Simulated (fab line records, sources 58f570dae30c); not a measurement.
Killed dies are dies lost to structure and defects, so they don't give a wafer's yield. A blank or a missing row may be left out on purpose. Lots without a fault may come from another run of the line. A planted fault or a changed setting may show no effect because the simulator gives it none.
Which tool did it? | flow berkeley_cmos170 | 6 lots, 18 wafers sampled, at 1 step of a route of 331

WHAT THE GAUGES READ, wafer by wafer
UCB170_START_BOW_MEAS_00.
lot  | measured    | on            | INCOMING_BOW (um)
L183 | day 1 20:00 | film_metro-03 | -8 1 -4
L186 | day 2 11:00 | film_metro-04 | -2 5 0
L196 | day 4 13:01 | film_metro-03 | 6 0 6
L198 | day 4 23:00 | film_metro-04 | -5 10 -2
L200 | day 5 09:01 | film_metro-01 | -10 2 -9
L203 | day 6 00:00 | film_metro-01 | -8 -1 1

WHICH TOOL RAN EACH LOT (tool, then ch and the chambers of the sampled wafers, then the start)
The record holds no process step before these readings.

THE ANSWER, worked out from the rows above alone
Rule: what is usual is taken from the lots themselves. Put in order of their means at a reading, lots are off if they are a third of the lots or fewer, leave a main group of 4 or more, and stand apart from it by a gap of 3 or more times the standard deviation of the main group's means; of several such gaps the widest counts. A main group whose means are all the same, to the digits that the tables above print for the reading, isn't used. A lot without any number at a reading at which 4 lots or more have one is off too. The other lots that the step has rows for count as sound.
No lot is off at any reading shown: from this, nothing can be told.

WHAT THE SIMULATOR HAD PUT IN
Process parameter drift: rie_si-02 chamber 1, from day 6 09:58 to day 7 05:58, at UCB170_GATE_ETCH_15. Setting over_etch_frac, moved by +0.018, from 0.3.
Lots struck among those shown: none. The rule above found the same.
